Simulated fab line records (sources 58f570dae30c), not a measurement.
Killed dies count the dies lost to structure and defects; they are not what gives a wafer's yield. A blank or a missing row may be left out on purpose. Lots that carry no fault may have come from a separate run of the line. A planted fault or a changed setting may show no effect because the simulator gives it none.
fab line records / flow berkeley_cmos170
record lots=7 wafers=21 last_day=12
route steps=331 shown ZERO@12 NWELL@14
lots untouched by any fault: they come from a run of this same line in which no faults occurred
start_h: hours from the record's first day to the start of the lot's first wafer shown / wait_h: hours from the lot's prior step to this one / " identical to the entry in the row above / L1.1+2: a row that stands for several wafers / - value missing, or start not given / * or withheld: withheld / < > ~ a bound
route shown NAME@n: names a module that has steps shown in the file, with the first one's number in the route / usual: mean/standard deviation of fault-free wafers / same: alike in all rows / chamber/n: place in a boat / sites: each site's reading / _std_site: standard deviation of those values / _edge_site: mean of outer sites minus mean of inner sites / radius_mm: for every site, how far away it sits from the centre of the wafer / mask NAME#n: copy n / behind: the most recent tool/chamber to have shaped the wafer / hold: reason for holding the lot/hours on hold/outcome of the hold / device: names the non-switching transistor (n, p or np) / end of line: the tests these same wafers got at the end of their route / for a step that has no rows: nothing shown but its recipe / killed: dies that structure and defects cost at the first sort, which is not the same as the wafer's yield / map: a wafer's dies, x killed, . not, _ none there
set.NAME: the setting as run; set.NAME@STEP: as run at that earlier step / model.NAME: the simulator's own value behind a step, which no gauge read
lots at selected steps of the route; one table per step, one row per wafer
services: from which hour (start_h, from the record's first day; less than 0 if before it) a tool's chamber was out of use, for how many hours, and why
## steps
# step UCB170_ZERO_ETCH_06
# recipe chemistry=CHF3/CF4/Ar target=SiO2 time_s=12 pressure_mtorr=100 rf_w=517.5 CHF3_flow_sccm=50 cf4_flow_sccm=10 Ar_flow_sccm=120 over_etch_frac=1.58
# usual CHF3_flow_sccm=49.99/0.16 drypump_motor_current_A=5.6/0.49 oes_product_au=0.614/0.007 throttle_valve_pct=9.30/0.12
lot.wafer=L217.3 tool=rie_diel-03 chamber=2 start_h=25.34 wait_h=- CHF3_flow_sccm=50.09 drypump_motor_current_A=5.6 oes_product_au=0.614 rf_hours_counter_h=110 throttle_valve_pct=9.25
lot.wafer=L217.5 tool=rie_diel-03 chamber=1 start_h=25.34 wait_h=- CHF3_flow_sccm=49.76 drypump_motor_current_A=6.3 oes_product_au=0.618 rf_hours_counter_h=- throttle_valve_pct=9.49
lot.wafer=L217.6 tool=rie_diel-03 chamber=2 start_h=25.34 wait_h=- CHF3_flow_sccm=49.94 drypump_motor_current_A=5.6 oes_product_au=0.610 rf_hours_counter_h=- throttle_valve_pct=9.25
lot.wafer=L220.1 tool=rie_diel-04 chamber=2 start_h=41.38 wait_h=- CHF3_flow_sccm=50.07 drypump_motor_current_A=5.1 oes_product_au=0.608 rf_hours_counter_h=38 throttle_valve_pct=9.38
lot.wafer=L220.2 tool=rie_diel-04 chamber=0 start_h=41.38 wait_h=- CHF3_flow_sccm=49.96 drypump_motor_current_A=5.7 oes_product_au=0.613 rf_hours_counter_h=29 throttle_valve_pct=9.40
lot.wafer=L220.3 tool=rie_diel-04 chamber=1 start_h=41.38 wait_h=- CHF3_flow_sccm=50.16 drypump_motor_current_A=5.0 oes_product_au=0.624 rf_hours_counter_h=138 throttle_valve_pct=9.31
lot.wafer=L221.1 tool=rie_diel-03 chamber=3 start_h=43.32 wait_h=- CHF3_flow_sccm=49.78 drypump_motor_current_A=5.7 oes_product_au=0.613 rf_hours_counter_h=41 throttle_valve_pct=9.21
lot.wafer=L221.2 tool=rie_diel-03 chamber=0 start_h=43.32 wait_h=- CHF3_flow_sccm=50.22 drypump_motor_current_A=6.4 oes_product_au=0.621 rf_hours_counter_h=157 throttle_valve_pct=9.21
lot.wafer=L221.6 tool=rie_diel-03 chamber=3 start_h=43.32 wait_h=- CHF3_flow_sccm=49.90 drypump_motor_current_A=5.7 oes_product_au=0.615 rf_hours_counter_h=- throttle_valve_pct=9.22
lot.wafer=L222.2 tool=rie_diel-04 chamber=2 start_h=52.05 wait_h=- CHF3_flow_sccm=50.22 drypump_motor_current_A=5.1 oes_product_au=0.611 rf_hours_counter_h=39 throttle_valve_pct=9.39
lot.wafer=L222.3 tool=rie_diel-04 chamber=1 start_h=52.05 wait_h=- CHF3_flow_sccm=49.77 drypump_motor_current_A=5.0 oes_product_au=0.610 rf_hours_counter_h=138 throttle_valve_pct=9.32
lot.wafer=L222.5 tool=rie_diel-04 chamber=1 start_h=52.05 wait_h=- CHF3_flow_sccm=49.85 drypump_motor_current_A=5.0 oes_product_au=0.623 rf_hours_counter_h=- throttle_valve_pct=9.32
lot.wafer=L230.2 tool=rie_diel-02 chamber=3 start_h=96.75 wait_h=- CHF3_flow_sccm=49.81 drypump_motor_current_A=5.0 oes_product_au=0.614 rf_hours_counter_h=7 throttle_valve_pct=9.40
lot.wafer=L230.4 tool=rie_diel-02 chamber=2 start_h=96.75 wait_h=- CHF3_flow_sccm=50.28 drypump_motor_current_A=6.3 oes_product_au=0.628 rf_hours_counter_h=66 throttle_valve_pct=9.39
lot.wafer=L230.6 tool=rie_diel-02 chamber=2 start_h=96.75 wait_h=- CHF3_flow_sccm=50.20 drypump_motor_current_A=6.3 oes_product_au=0.617 rf_hours_counter_h=- throttle_valve_pct=9.40
lot.wafer=L236.2 tool=rie_diel-02 chamber=0 start_h=118.28 wait_h=- CHF3_flow_sccm=49.97 drypump_motor_current_A=5.9 oes_product_au=0.620 rf_hours_counter_h=102 throttle_valve_pct=9.24
lot.wafer=L236.3 tool=rie_diel-02 chamber=2 start_h=118.28 wait_h=- CHF3_flow_sccm=49.83 drypump_motor_current_A=6.3 oes_product_au=0.623 rf_hours_counter_h=67 throttle_valve_pct=9.40
lot.wafer=L236.6 tool=rie_diel-02 chamber=1 start_h=118.28 wait_h=- CHF3_flow_sccm=49.89 drypump_motor_current_A=5.1 oes_product_au=0.609 rf_hours_counter_h=- throttle_valve_pct=9.07
lot.wafer=L238.1 tool=rie_diel-02 chamber=2 start_h=128.45 wait_h=- CHF3_flow_sccm=50.12 drypump_motor_current_A=6.3 oes_product_au=0.632 rf_hours_counter_h=67 throttle_valve_pct=9.39
lot.wafer=L238.2 tool=rie_diel-02 chamber=3 start_h=128.45 wait_h=- CHF3_flow_sccm=49.81 drypump_motor_current_A=5.0 oes_product_au=0.619 rf_hours_counter_h=8 throttle_valve_pct=9.39
lot.wafer=L238.5 tool=rie_diel-02 chamber=1 start_h=128.45 wait_h=- CHF3_flow_sccm=50.33 drypump_motor_current_A=5.1 oes_product_au=0.599 rf_hours_counter_h=- throttle_valve_pct=9.07
# step UCB170_ZERO_STRIP_07
# recipe chemistry=O2 power_w=400 pressure_mtorr=3500 platen_temp_c=withheld o2_flow_sccm=400 overash_fraction=0.5
# usual drypump_motor_current_A=5.5/0.39 oes_product_au=0.728/0.0047 strip_time_to_endpoint_s=21.48/0.08
lot.wafer=L217.3 tool=plasma_asher-01 chamber=1 start_h=25.39 wait_h=0.0 drypump_motor_current_A=5.2 oes_product_au=0.729 rf_hours_counter_h=- strip_time_to_endpoint_s=21.35
lot.wafer=L217.5 tool=plasma_asher-01 chamber=1 start_h=25.39 wait_h=0.0 drypump_motor_current_A=5.2 oes_product_au=0.721 rf_hours_counter_h=- strip_time_to_endpoint_s=21.47
lot.wafer=L217.6 tool=plasma_asher-01 chamber=0 start_h=25.39 wait_h=0.0 drypump_motor_current_A=6.0 oes_product_au=0.728 rf_hours_counter_h=- strip_time_to_endpoint_s=21.46
lot.wafer=L220.1 tool=plasma_asher-01 chamber=0 start_h=41.41 wait_h=0.0 drypump_motor_current_A=6.0 oes_product_au=0.730 rf_hours_counter_h=34 strip_time_to_endpoint_s=21.46
lot.wafer=L220.2 tool=plasma_asher-01 chamber=1 start_h=41.41 wait_h=0.0 drypump_motor_current_A=5.2 oes_product_au=0.726 rf_hours_counter_h=34 strip_time_to_endpoint_s=21.46
lot.wafer=L220.3 tool=plasma_asher-01 chamber=1 start_h=41.41 wait_h=0.0 drypump_motor_current_A=5.2 oes_product_au=0.727 rf_hours_counter_h=- strip_time_to_endpoint_s=21.47
lot.wafer=L221.1 tool=plasma_asher-03 chamber=0 start_h=43.35 wait_h=0.0 drypump_motor_current_A=5.1 oes_product_au=0.728 rf_hours_counter_h=33 strip_time_to_endpoint_s=21.45
lot.wafer=L221.2 tool=plasma_asher-03 chamber=1 start_h=43.35 wait_h=0.0 drypump_motor_current_A=5.8 oes_product_au=0.727 rf_hours_counter_h=33 strip_time_to_endpoint_s=21.50
lot.wafer=L221.6 tool=plasma_asher-03 chamber=1 start_h=43.35 wait_h=0.0 drypump_motor_current_A=5.8 oes_product_au=0.725 rf_hours_counter_h=- strip_time_to_endpoint_s=21.40
lot.wafer=L222.2 tool=plasma_asher-03 chamber=1 start_h=52.07 wait_h=0.0 drypump_motor_current_A=5.8 oes_product_au=0.727 rf_hours_counter_h=34 strip_time_to_endpoint_s=21.49
lot.wafer=L222.3 tool=plasma_asher-03 chamber=1 start_h=52.07 wait_h=0.0 drypump_motor_current_A=5.9 oes_product_au=0.724 rf_hours_counter_h=- strip_time_to_endpoint_s=21.58
lot.wafer=L222.5 tool=plasma_asher-03 chamber=1 start_h=52.07 wait_h=0.0 drypump_motor_current_A=5.9 oes_product_au=0.727 rf_hours_counter_h=- strip_time_to_endpoint_s=21.57
lot.wafer=L230.2 tool=plasma_asher-03 chamber=1 start_h=96.77 wait_h=0.0 drypump_motor_current_A=5.8 oes_product_au=0.731 rf_hours_counter_h=38 strip_time_to_endpoint_s=21.59
lot.wafer=L230.4 tool=plasma_asher-03 chamber=0 start_h=96.77 wait_h=0.0 drypump_motor_current_A=5.0 oes_product_au=0.732 rf_hours_counter_h=- strip_time_to_endpoint_s=21.54
lot.wafer=L230.6 tool=plasma_asher-03 chamber=1 start_h=96.77 wait_h=0.0 drypump_motor_current_A=5.9 oes_product_au=0.722 rf_hours_counter_h=- strip_time_to_endpoint_s=21.48
lot.wafer=L236.2 tool=plasma_asher-04 chamber=1 start_h=118.30 wait_h=0.0 drypump_motor_current_A=6.0 oes_product_au=0.739 rf_hours_counter_h=33 strip_time_to_endpoint_s=21.49
lot.wafer=L236.3 tool=plasma_asher-04 chamber=0 start_h=118.30 wait_h=0.0 drypump_motor_current_A=5.3 oes_product_au=0.732 rf_hours_counter_h=- strip_time_to_endpoint_s=21.44
lot.wafer=L236.6 tool=plasma_asher-04 chamber=1 start_h=118.30 wait_h=0.0 drypump_motor_current_A=5.9 oes_product_au=0.730 rf_hours_counter_h=- strip_time_to_endpoint_s=21.49
lot.wafer=L238.1 tool=plasma_asher-01 chamber=0 start_h=128.48 wait_h=0.0 drypump_motor_current_A=6.0 oes_product_au=0.721 rf_hours_counter_h=45 strip_time_to_endpoint_s=21.57
lot.wafer=L238.2 tool=plasma_asher-01 chamber=1 start_h=128.48 wait_h=0.0 drypump_motor_current_A=5.2 oes_product_au=0.735 rf_hours_counter_h=45 strip_time_to_endpoint_s=21.52
lot.wafer=L238.5 tool=plasma_asher-01 chamber=0 start_h=128.48 wait_h=0.0 drypump_motor_current_A=6.0 oes_product_au=0.722 rf_hours_counter_h=- strip_time_to_endpoint_s=21.50
# step UCB170_NWELL_WET_ETCH_00
# recipe chemistry=dHF dilution=25:1 target=SiO2 temp_c=25 time_s=200
# step UCB170_NWELL_OXIDATION_01
# recipe temp_c=1000 ambient=O2 target_thk_a=264 ox_time_s=1260
# step UCB170_NWELL_THK_MEAS_02
# recipe reads=SiO2_of_NWELL_OXIDATION_01
# usual NWELL_OXIDE_THK=26.7/0.5
lot.wafer=L217.3 tool=film_metro-01 chamber=- start_h=31.76 wait_h=0.0 NWELL_OXIDE_THK[nm]=26.8
lot.wafer=L217.5 tool=film_metro-01 chamber=- start_h=31.76 wait_h=0.0 NWELL_OXIDE_THK[nm]=26.7
lot.wafer=L217.6 tool=film_metro-01 chamber=- start_h=31.76 wait_h=0.0 NWELL_OXIDE_THK[nm]=26.4
lot.wafer=L220.1 tool=film_metro-01 chamber=- start_h=46.59 wait_h=0.0 NWELL_OXIDE_THK[nm]=26.1
lot.wafer=L220.2 tool=film_metro-01 chamber=- start_h=46.59 wait_h=0.0 NWELL_OXIDE_THK[nm]=26.1
lot.wafer=L220.3 tool=film_metro-01 chamber=- start_h=46.59 wait_h=0.0 NWELL_OXIDE_THK[nm]=26.0
lot.wafer=L221.1 tool=film_metro-01 chamber=- start_h=46.65 wait_h=0.1 NWELL_OXIDE_THK[nm]=26.0
lot.wafer=L221.2 tool=film_metro-01 chamber=- start_h=46.65 wait_h=0.1 NWELL_OXIDE_THK[nm]=26.0
lot.wafer=L221.6 tool=film_metro-01 chamber=- start_h=46.65 wait_h=0.1 NWELL_OXIDE_THK[nm]=26.1
lot.wafer=L222.2 tool=film_metro-01 chamber=- start_h=59.92 wait_h=0.1 NWELL_OXIDE_THK[nm]=26.6
lot.wafer=L222.3 tool=film_metro-01 chamber=- start_h=59.92 wait_h=0.1 NWELL_OXIDE_THK[nm]=26.4
lot.wafer=L222.5 tool=film_metro-01 chamber=- start_h=59.92 wait_h=0.1 NWELL_OXIDE_THK[nm]=26.7
lot.wafer=L230.2 tool=film_metro-01 chamber=- start_h=100.81 wait_h=0.0 NWELL_OXIDE_THK[nm]=26.4
lot.wafer=L230.4 tool=film_metro-01 chamber=- start_h=100.81 wait_h=0.0 NWELL_OXIDE_THK[nm]=26.2
lot.wafer=L230.6 tool=film_metro-01 chamber=- start_h=100.81 wait_h=0.0 NWELL_OXIDE_THK[nm]=26.3
lot.wafer=L236.2 tool=film_metro-03 chamber=- start_h=121.55 wait_h=0.0 NWELL_OXIDE_THK[nm]=27.2
lot.wafer=L236.3 tool=film_metro-03 chamber=- start_h=121.55 wait_h=0.0 NWELL_OXIDE_THK[nm]=27.3
lot.wafer=L236.6 tool=film_metro-03 chamber=- start_h=121.55 wait_h=0.0 NWELL_OXIDE_THK[nm]=26.7
lot.wafer=L238.1 tool=film_metro-03 chamber=- start_h=132.19 wait_h=0.0 NWELL_OXIDE_THK[nm]=26.4
lot.wafer=L238.2 tool=film_metro-03 chamber=- start_h=132.19 wait_h=0.0 NWELL_OXIDE_THK[nm]=26.6
lot.wafer=L238.5 tool=film_metro-03 chamber=- start_h=132.19 wait_h=0.0 NWELL_OXIDE_THK[nm]=26.3
# step UCB170_NWELL_ANNEAL_03
# recipe temp_c=1000 time_s=900 ambient=N2
# step UCB170_NWELL_CVD_04
# recipe material=Si3N4 target_thk_nm=224 temp_c=800 precursor=SiH2Cl2/NH3 time_s=3360 pressure_mtorr=200 sih2cl2_flow_sccm=25 nh3_flow_sccm=75
# step UCB170_NWELL_THK_MEAS_05
# recipe reads=Si3N4_of_NWELL_CVD_04
# usual NWELL_NITRIDE_THK=224.5/2.5
lot.wafer=L217.3 tool=film_metro-04 chamber=- start_h=39.20 wait_h=0.0 NWELL_NITRIDE_THK[nm]=222.4
lot.wafer=L217.5 tool=film_metro-04 chamber=- start_h=39.20 wait_h=0.0 NWELL_NITRIDE_THK[nm]=222.7
lot.wafer=L217.6 tool=film_metro-04 chamber=- start_h=39.20 wait_h=0.0 NWELL_NITRIDE_THK[nm]=224.5
lot.wafer=L220.1 tool=film_metro-01 chamber=- start_h=54.27 wait_h=0.0 NWELL_NITRIDE_THK[nm]=220.6
lot.wafer=L220.2 tool=film_metro-01 chamber=- start_h=54.27 wait_h=0.0 NWELL_NITRIDE_THK[nm]=222.8
lot.wafer=L220.3 tool=film_metro-01 chamber=- start_h=54.27 wait_h=0.0 NWELL_NITRIDE_THK[nm]=222.0
lot.wafer=L221.1 tool=film_metro-01 chamber=- start_h=54.33 wait_h=0.1 NWELL_NITRIDE_THK[nm]=224.0
lot.wafer=L221.2 tool=film_metro-01 chamber=- start_h=54.33 wait_h=0.1 NWELL_NITRIDE_THK[nm]=222.7
lot.wafer=L221.6 tool=film_metro-01 chamber=- start_h=54.33 wait_h=0.1 NWELL_NITRIDE_THK[nm]=224.6
lot.wafer=L222.2 tool=film_metro-01 chamber=- start_h=66.24 wait_h=0.0 NWELL_NITRIDE_THK[nm]=226.6
lot.wafer=L222.3 tool=film_metro-01 chamber=- start_h=66.24 wait_h=0.0 NWELL_NITRIDE_THK[nm]=225.1
lot.wafer=L222.5 tool=film_metro-01 chamber=- start_h=66.24 wait_h=0.0 NWELL_NITRIDE_THK[nm]=227.7
lot.wafer=L230.2 tool=film_metro-01 chamber=- start_h=108.85 wait_h=0.0 NWELL_NITRIDE_THK[nm]=226.1
lot.wafer=L230.4 tool=film_metro-01 chamber=- start_h=108.85 wait_h=0.0 NWELL_NITRIDE_THK[nm]=229.9
lot.wafer=L230.6 tool=film_metro-01 chamber=- start_h=108.85 wait_h=0.0 NWELL_NITRIDE_THK[nm]=227.7
lot.wafer=L236.2 tool=film_metro-03 chamber=- start_h=128.83 wait_h=0.0 NWELL_NITRIDE_THK[nm]=225.0
lot.wafer=L236.3 tool=film_metro-03 chamber=- start_h=128.83 wait_h=0.0 NWELL_NITRIDE_THK[nm]=224.1
lot.wafer=L236.6 tool=film_metro-03 chamber=- start_h=128.83 wait_h=0.0 NWELL_NITRIDE_THK[nm]=223.4
lot.wafer=L238.1 tool=film_metro-04 chamber=- start_h=142.22 wait_h=0.0 NWELL_NITRIDE_THK[nm]=230.4
lot.wafer=L238.2 tool=film_metro-04 chamber=- start_h=142.22 wait_h=0.0 NWELL_NITRIDE_THK[nm]=227.9
lot.wafer=L238.5 tool=film_metro-04 chamber=- start_h=142.22 wait_h=0.0 NWELL_NITRIDE_THK[nm]=226.0
# step UCB170_NWELL_HMDS_06
# recipe prime_time_s=60 prime_temp_c=100
# step UCB170_NWELL_COAT_07
# recipe resist=KrF spin_rpm=1500 resist_thk_nm=900
# step UCB170_NWELL_SOFTBAKE_08
# recipe resist=KrF temp_c=130 time_s=60
# step UCB170_NWELL_EXPOSE_09
# recipe mask_id=NWELL target_cd_nm=3000 na=0.5 sigma_outer=0.6 source_shape=conventional dose_mj=25
# step UCB170_NWELL_PEB_10
# recipe peb_temp_c=130 peb_time_s=withheld resist=KrF
# usual chill_plate_temp_C=23.00/0.1 exhaust_pa=44.9/0.92
lot.wafer=L217.3 tool=litho_track-03 chamber=0 start_h=40.04 wait_h=0.2 chill_plate_temp_C=23.08 exhaust_pa=44.5
lot.wafer=L217.5 tool=litho_track-03 chamber=0 start_h=40.04 wait_h=0.2 chill_plate_temp_C=23.10 exhaust_pa=45.0
lot.wafer=L217.6 tool=litho_track-03 chamber=0 start_h=40.04 wait_h=0.2 chill_plate_temp_C=23.02 exhaust_pa=45.4
lot.wafer=L220.1 tool=litho_track-01 chamber=- start_h=55.20 wait_h=0.2 chill_plate_temp_C=- exhaust_pa=-
lot.wafer=L220.2 tool=litho_track-01 chamber=- start_h=55.20 wait_h=0.2 chill_plate_temp_C=- exhaust_pa=-
lot.wafer=L220.3 tool=litho_track-01 chamber=- start_h=55.20 wait_h=0.2 chill_plate_temp_C=- exhaust_pa=-
lot.wafer=L221.1 tool=litho_track-03 chamber=- start_h=55.50 wait_h=0.3 chill_plate_temp_C=- exhaust_pa=-
lot.wafer=L221.2 tool=litho_track-03 chamber=- start_h=55.50 wait_h=0.3 chill_plate_temp_C=- exhaust_pa=-
lot.wafer=L221.6 tool=litho_track-03 chamber=- start_h=55.50 wait_h=0.3 chill_plate_temp_C=- exhaust_pa=-
lot.wafer=L222.2 tool=litho_track-03 chamber=- start_h=67.01 wait_h=0.1 chill_plate_temp_C=- exhaust_pa=-
lot.wafer=L222.3 tool=litho_track-03 chamber=- start_h=67.01 wait_h=0.1 chill_plate_temp_C=- exhaust_pa=-
lot.wafer=L222.5 tool=litho_track-03 chamber=- start_h=67.01 wait_h=0.1 chill_plate_temp_C=- exhaust_pa=-
lot.wafer=L230.2 tool=litho_track-04 chamber=0 start_h=110.39 wait_h=0.6 chill_plate_temp_C=23.00 exhaust_pa=44.3
lot.wafer=L230.4 tool=litho_track-04 chamber=0 start_h=110.39 wait_h=0.6 chill_plate_temp_C=23.06 exhaust_pa=46.5
lot.wafer=L230.6 tool=litho_track-04 chamber=0 start_h=110.39 wait_h=0.6 chill_plate_temp_C=22.96 exhaust_pa=45.0
lot.wafer=L236.2 tool=litho_track-01 chamber=0 start_h=129.63 wait_h=0.1 chill_plate_temp_C=22.83 exhaust_pa=46.0
lot.wafer=L236.3 tool=litho_track-01 chamber=0 start_h=129.63 wait_h=0.1 chill_plate_temp_C=23.08 exhaust_pa=45.2
lot.wafer=L236.6 tool=litho_track-01 chamber=0 start_h=129.63 wait_h=0.1 chill_plate_temp_C=23.00 exhaust_pa=45.2
lot.wafer=L238.1 tool=litho_track-03 chamber=0 start_h=142.85 wait_h=0.1 chill_plate_temp_C=22.95 exhaust_pa=45.0
lot.wafer=L238.2 tool=litho_track-03 chamber=0 start_h=142.85 wait_h=0.1 chill_plate_temp_C=22.95 exhaust_pa=46.2
lot.wafer=L238.5 tool=litho_track-03 chamber=0 start_h=142.85 wait_h=0.1 chill_plate_temp_C=23.05 exhaust_pa=44.9
# step UCB170_NWELL_DEVELOP_11
# recipe developer=TMAH develop_time_s=45 resist=KrF dev_temp_c=21
## services
tool=plasma_asher-01 chamber=- start_h=9.83 hours=5.2 kind=repair
tool=rie_diel-02 chamber=0 start_h=22.40 hours=5.9 kind=repair
tool=rie_diel-03 chamber=- start_h=24.59 hours=0.6 kind=repair
tool=plasma_asher-03 chamber=- start_h=32.39 hours=1.9 kind=repair
tool=rie_diel-03 chamber=1 start_h=38.88 hours=4.1 kind=repair
tool=plasma_asher-04 chamber=- start_h=52.77 hours=1.7 kind=repair
tool=rie_diel-04 chamber=- start_h=96.87 hours=0.3 kind=repair
tool=rie_diel-03 chamber=1 start_h=106.22 hours=7.3 kind=repair
tool=plasma_asher-03 chamber=- start_h=108.75 hours=9.0 kind=pm
tool=plasma_asher-03 chamber=0 start_h=108.75 hours=9.0 kind=vent_cycle
tool=plasma_asher-03 chamber=1 start_h=108.75 hours=9.0 kind=vent_cycle
tool=plasma_asher-03 chamber=0 start_h=117.75 hours=- kind=clean
tool=plasma_asher-03 chamber=1 start_h=117.75 hours=- kind=clean
tool=rie_diel-04 chamber=3 start_h=120.32 hours=7.0 kind=repair
tool=rie_diel-03 chamber=0 start_h=127.02 hours=- kind=clean
tool=rie_diel-03 chamber=0 start_h=127.02 hours=17.9 kind=scheduled_down
tool=rie_diel-03 chamber=0 start_h=127.02 hours=17.9 kind=vent_cycle
tool=rie_diel-02 chamber=2 start_h=130.96 hours=2.5 kind=repair
tool=rie_diel-03 chamber=- start_h=135.07 hours=0.9 kind=repair
tool=rie_diel-04 chamber=0 start_h=140.79 hours=2.0 kind=repair
## key
first_sign step=UCB170_NWELL_PEB_10 reading=tool_record direction=missing
effect none on later readings
met_at UCB170_NWELL_PEB_10
struck_wafers L220.1,L220.2,L220.3,L221.1,L221.2,L221.6,L222.2,L222.3,L222.5
later_rows_left_out L220.1,L220.2,L220.3,L221.1,L221.2,L221.6,L222.2,L222.3,L222.5
sort_left_out L220.1,L220.2,L220.3,L221.1,L221.2,L221.6,L222.2,L222.3,L222.5
tester_left_out L220,L221,L222
onset_between 40.04 55.20
fault kind=skipped_step_whole tool=litho_track-01,litho_track-03 chamber=- onset_h=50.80 steps=UCB170_NWELL_PEB_10 scope=struck_lots_only
# tester_left_out: of these lots the tester's yield and bins aren't shown, on N5 and GAA mostly nor the transistor test; their killed dies are dies lost to structure and defects alone, not to doping, threshold or leakage, so they don't give the yield
# sort_left_out: the simulated sort isn't trusted on such a fault, so these wafers' sort isn't shown, and their yield isn't known
# later_rows_left_out: the simulator's readings of these wafers behind a module that went badly wrong aren't trusted and aren't shown, but for the sort
